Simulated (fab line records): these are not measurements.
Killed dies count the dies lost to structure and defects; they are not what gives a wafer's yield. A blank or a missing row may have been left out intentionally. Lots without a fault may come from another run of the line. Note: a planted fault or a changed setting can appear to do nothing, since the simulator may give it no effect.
Which tool is to blame? + flow berkeley_cmos170 + 14 lots, 42 wafers sampled, at 6 steps of a route of 331

== WHAT EACH GAUGE READ, for each wafer ==
UCB170_NLDD_CD_MEAS_06: the cd target is 1200 nm. Usual: cd_nm reads 1200.6 nm (standard deviation 1.3).
| lot  | measured     | on        | cd_nm (nm)           | flag |
|------|--------------|-----------|----------------------|------|
| L349 | day 6 06:11  | cd_sem-01 | 1201.4 1201.5 1201.2 |      |
| L351 | day 6 12:46  | cd_sem-01 | 1200.2 1199.5 1200.5 |      |
| L355 | day 7 11:22  | cd_sem-01 | 1198.1 1198.3 1197.8 |      |
| L356 | day 7 11:42  | cd_sem-01 | 1202.2 1202.9 1200.6 |      |
| L358 | day 8 14:02  | cd_sem-02 | 1200.0 1200.2 1198.7 |      |
| L360 | day 8 14:27  | cd_sem-01 | 1202.7 1201.5 1201.8 |      |
| L362 | day 9 02:25  | cd_sem-02 | 1201.7 1201.0 1200.8 |      |
| L363 | day 9 07:11  | cd_sem-02 | 1201.5 1200.3 1201.6 |      |
| L364 | day 9 07:26  | cd_sem-02 | 1200.4 1200.2 1200.5 |      |
| L367 | day 9 16:03  | cd_sem-01 | 1200.3 1200.2 1200.2 |      |
| L368 | day 10 14:10 | cd_sem-02 | 1200.6 1202.1 1201.5 |      |
| L369 | day 10 14:28 | cd_sem-01 | 1201.1 1201.3 1200.8 |      |
| L370 | day 10 18:37 | cd_sem-01 | 1200.2 1201.5 1198.1 |      |
| L372 | day 11 02:46 | cd_sem-01 | 1201.3 1199.6 1199.4 |      |

UCB170_SPACER_THK_MEAS_01. Usual: for SPACER_TEOS_THK the level is 374 nm and the standard deviation is 4.8.
| lot  | measured     | on            | SPACER_TEOS_THK (nm)    | flag |
|------|--------------|---------------|-------------------------|------|
| L349 | day 6 07:10  | film_metro-03 | 368 372 370             |      |
| L351 | day 6 13:36  | film_metro-02 | 378 371 380             |      |
| L355 | day 7 14:33  | film_metro-01 | 371 382 372             |      |
| L356 | day 7 14:34  | film_metro-02 | 327 322 328 328 322 328 | OFF  |
| L358 | day 8 15:14  | film_metro-02 | 369 381 378             |      |
| L360 | day 8 15:36  | film_metro-03 | 322 324 323 322 324 323 | OFF  |
| L362 | day 9 05:11  | film_metro-02 | 378 381 383             |      |
| L363 | day 9 08:01  | film_metro-02 | 372 370 378             |      |
| L364 | day 9 08:23  | film_metro-02 | 373 373 380             |      |
| L367 | day 9 16:52  | film_metro-02 | 365 372 378             |      |
| L368 | day 10 15:04 | film_metro-02 | 372 377 382             |      |
| L369 | day 10 15:19 | film_metro-01 | 364 368 373             |      |
| L370 | day 10 19:29 | film_metro-02 | 371 373 381             |      |
| L372 | day 11 03:36 | film_metro-02 | 370 373 376             |      |

UCB170_PSD_TW_MEAS_10. Usual: for PSD_TW the level is 2309 and the standard deviation is 16.
| lot  | measured     | on            | PSD_TW         | flag |
|------|--------------|---------------|----------------|------|
| L349 | day 6 12:52  | film_metro-03 | 2304 2305 2289 |      |
| L351 | day 6 18:36  | film_metro-01 | 2331 2313 2332 |      |
| L355 | day 7 20:55  | film_metro-03 | 2301 2300 2310 |      |
| L356 | day 7 21:05  | film_metro-03 | 2311 2298 2295 |      |
| L358 | day 8 22:27  | film_metro-01 | 2304 2322 2313 |      |
| L360 | day 8 22:20  | film_metro-04 | 2301 2302 2293 |      |
| L362 | day 9 09:43  | film_metro-03 | 2286 2292 2283 |      |
| L363 | day 9 13:55  | film_metro-04 | 2307 2303 2316 |      |
| L364 | day 9 13:59  | film_metro-04 | 2303 2302 2301 |      |
| L367 | day 10 00:29 | film_metro-04 | 2292 2296 2294 |      |
| L368 | day 10 21:28 | film_metro-01 | 2322 2326 2317 |      |
| L369 | day 10 21:43 | film_metro-04 | 2303 2308 2300 |      |
| L370 | day 11 01:43 | film_metro-01 | 2327 2331 2333 |      |
| L372 | day 11 09:38 | film_metro-03 | 2293 2291 2291 |      |

== WHICH TOOL RAN EACH LOT (tool, then ch and the chambers of the sampled wafers, then the start) ==
| lot  | UCB170_SPACER_CVD_00           | UCB170_SPACER_ETCHBACK_03          | UCB170_PSD_STRIP_09                  |
|------|--------------------------------|------------------------------------|--------------------------------------|
| L349 | pecvd-03 ch 0,1, day 6 07:08   | rie_diel-01 ch 0,1,3, day 6 10:52  | plasma_asher-03 ch 0,1, day 6 12:46  |
| L351 | pecvd-03 ch 0,1,2, day 6 13:34 | rie_diel-03 ch 1,2,3, day 6 17:13  | plasma_asher-03 ch 0,1, day 6 18:30  |
| L355 | pecvd-01 ch 1,2, day 7 14:31   | rie_diel-01 ch 0,3, day 7 19:33    | plasma_asher-03 ch 0,1, day 7 20:49  |
| L356 | pecvd-03 ch 0,1, day 7 14:31   | rie_diel-04 ch 0,1,2, day 7 19:33  | plasma_asher-04 ch 0,1, day 7 20:56  |
| L358 | pecvd-01 ch 1,2, day 8 15:11   | rie_diel-04 ch 0,1, day 8 20:26    | plasma_asher-03 ch 0,1, day 8 22:20  |
| L360 | pecvd-03 ch 0,1,2, day 8 15:32 | rie_diel-03 ch 0,1, day 8 20:26    | plasma_asher-04 ch 0,1, day 8 22:15  |
| L362 | pecvd-01 ch 1,2, day 9 05:08   | rie_diel-03 ch 1,2,3, day 9 08:08  | plasma_asher-02 ch 0,1, day 9 09:37  |
| L363 | pecvd-02 ch 0,1,2, day 9 07:59 | rie_diel-04 ch 1,2, day 9 12:16    | plasma_asher-04 ch 1, day 9 13:49    |
| L364 | pecvd-01 ch 0,2, day 9 08:20   | rie_diel-01 ch 0,1,2, day 9 12:16  | plasma_asher-03 ch 0,1, day 9 13:50  |
| L367 | pecvd-02 ch 1,2, day 9 16:49   | rie_diel-04 ch 0,1, day 9 22:20    | plasma_asher-04 ch 0,1, day 10 00:23 |
| L368 | pecvd-01 ch 0,2, day 10 14:59  | rie_diel-04 ch 0,1,2, day 10 20:03 | plasma_asher-04 ch 0,1, day 10 21:22 |
| L369 | pecvd-02 ch 0,1, day 10 15:16  | rie_diel-01 ch 0,2, day 10 20:04   | plasma_asher-03 ch 1, day 10 21:37   |
| L370 | pecvd-01 ch 0,2, day 10 19:27  | rie_diel-01 ch 1,2, day 11 00:03   | plasma_asher-04 ch 0,1, day 11 01:37 |
| L372 | pecvd-01 ch 0,2, day 11 03:32  | rie_diel-01 ch 1,2,3, day 11 08:00 | plasma_asher-02 ch 0,1, day 11 09:32 |
- UCB170_SPACER_CVD_00: deposits SiO2 from TEOS/O2, target thk 376 nm, time 47 s.
- UCB170_SPACER_ETCHBACK_03: etches SiO2 in CHF3/CF4/Ar, stops on Si, target depth 376 nm, time 100 s.
- UCB170_PSD_STRIP_09: strips in O2.

== AS READ BY THE TOOLS THEMSELVES (means over the sampled wafers that have a number; for cases with no such wafer, the mark the record gives instead) ==
UCB170_SPACER_CVD_00. Usual: heater_power_w reads 255 W (standard deviation 46).
| lot  | tool     | heater_power_w (W) | flag |
|------|----------|--------------------|------|
| L349 | pecvd-03 | 238                |      |
| L351 | pecvd-03 | 259                |      |
| L355 | pecvd-01 | 218                |      |
| L356 | pecvd-03 | 279                |      |
| L358 | pecvd-01 | 209                |      |
| L360 | pecvd-03 | 235                |      |
| L362 | pecvd-01 | 229                |      |
| L363 | pecvd-02 | 243                |      |
| L364 | pecvd-01 | 265                |      |
| L367 | pecvd-02 | 240                |      |
| L368 | pecvd-01 | 273                |      |
| L369 | pecvd-02 | 227                |      |
| L370 | pecvd-01 | 273                |      |
| L372 | pecvd-01 | 309                |      |

UCB170_SPACER_ETCHBACK_03. Usual: drypump_motor_current_A 5.6 A, standard deviation 0.49; oes_product_au 0.890 a.u., standard deviation 0.017; throttle_valve_pct 6.49 %, standard deviation 0.11.
| lot  | tool        | drypump_motor_current_A (A) | oes_product_au (a.u.) | throttle_valve_pct (%) | flag |
|------|-------------|-----------------------------|-----------------------|------------------------|------|
| L349 | rie_diel-01 | 5.6                         | 0.889                 | 6.45                   |      |
| L351 | rie_diel-03 | 5.3                         | 0.897                 | 6.57                   |      |
| L355 | rie_diel-01 | 5.2                         | 0.886                 | 6.47                   |      |
| L356 | rie_diel-04 | 6.0                         | 0.804                 | 6.51                   | OFF  |
| L358 | rie_diel-04 | 5.9                         | 0.903                 | 6.57                   |      |
| L360 | rie_diel-03 | 5.6                         | 0.816                 | 6.40                   | OFF  |
| L362 | rie_diel-03 | 5.3                         | 0.898                 | 6.57                   |      |
| L363 | rie_diel-04 | 6.0                         | 0.884                 | 6.49                   |      |
| L364 | rie_diel-01 | 5.5                         | 0.889                 | 6.39                   |      |
| L367 | rie_diel-04 | 5.8                         | 0.880                 | 6.57                   |      |
| L368 | rie_diel-04 | 5.9                         | 0.897                 | 6.53                   |      |
| L369 | rie_diel-01 | 5.0                         | 0.865                 | 6.43                   |      |
| L370 | rie_diel-01 | 5.5                         | 0.883                 | 6.39                   |      |
| L372 | rie_diel-01 | 5.7                         | 0.886                 | 6.45                   |      |

UCB170_PSD_STRIP_09. Usual: drypump_motor_current_A 5.7 A, standard deviation 0.34; oes_product_au 0.600 a.u., standard deviation 0.0044; strip_time_to_endpoint_s 29.41 s, standard deviation 0.078.
| lot  | tool            | drypump_motor_current_A (A) | oes_product_au (a.u.) | strip_time_to_endpoint_s (s) | flag |
|------|-----------------|-----------------------------|-----------------------|------------------------------|------|
| L349 | plasma_asher-03 | 5.4                         | 0.600                 | 29.47                        |      |
| L351 | plasma_asher-03 | 5.3                         | 0.595                 | 29.48                        |      |
| L355 | plasma_asher-03 | 5.4                         | 0.598                 | 29.55                        |      |
| L356 | plasma_asher-04 | 6.0                         | 0.596                 | 29.38                        |      |
| L358 | plasma_asher-03 | 5.4                         | 0.596                 | 29.41                        |      |
| L360 | plasma_asher-04 | 6.0                         | 0.603                 | 29.40                        |      |
| L362 | plasma_asher-02 | 5.8                         | 0.602                 | 29.41                        |      |
| L363 | plasma_asher-04 | 6.1                         | 0.597                 | 29.46                        |      |
| L364 | plasma_asher-03 | 5.4                         | 0.601                 | 29.29                        |      |
| L367 | plasma_asher-04 | 6.0                         | 0.599                 | 29.33                        |      |
| L368 | plasma_asher-04 | 6.0                         | 0.600                 | 29.44                        |      |
| L369 | plasma_asher-03 | 5.5                         | 0.601                 | 29.39                        |      |
| L370 | plasma_asher-04 | 5.8                         | 0.601                 | 29.41                        |      |
| L372 | plasma_asher-02 | 6.0                         | 0.599                 | 29.35                        |      |

== THE ANSWER, worked out from the rows above alone ==
Rule: a lot is off if the mean of its wafers that have a number lies more than 3 standard deviations from the usual mean. A lot without any number at a reading at which 4 lots or more have one is off too. Any other lot the step has rows for is counted as sound. The gauges are gone through in route order, then the tools' own readings, and for those a lot's mean is taken as printed above. The first step at which some lot is off is used, and at that step the reading that is off furthest; a lot without a number counts as furthest.
Off: L356, L360, seen at UCB170_SPACER_THK_MEAS_01 (SPACER_TEOS_THK).
If a tool, at a process step before that reading, ran all the lots that are off and no sound lot after the first of them, it fits. Not tried: the gauges at UCB170_SPACER_THK_MEAS_01; whatever is off there is also off at UCB170_SPACER_ETCHBACK_03, on other tools, and gauge error can't account for it. One fits: UCB170_SPACER_CVD_00 on pecvd-03. Its last sound lot is L351 (day 6 13:34), its first lot that is off L356 (day 7 14:31): a fault that began between those two fits.

== WHAT THE SIMULATOR HAD INSERTED ==
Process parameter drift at UCB170_SPACER_CVD_00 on pecvd-03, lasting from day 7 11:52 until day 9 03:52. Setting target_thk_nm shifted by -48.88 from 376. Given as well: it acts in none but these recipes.
Lots struck among those shown: L356, L360. The rule above found the same.
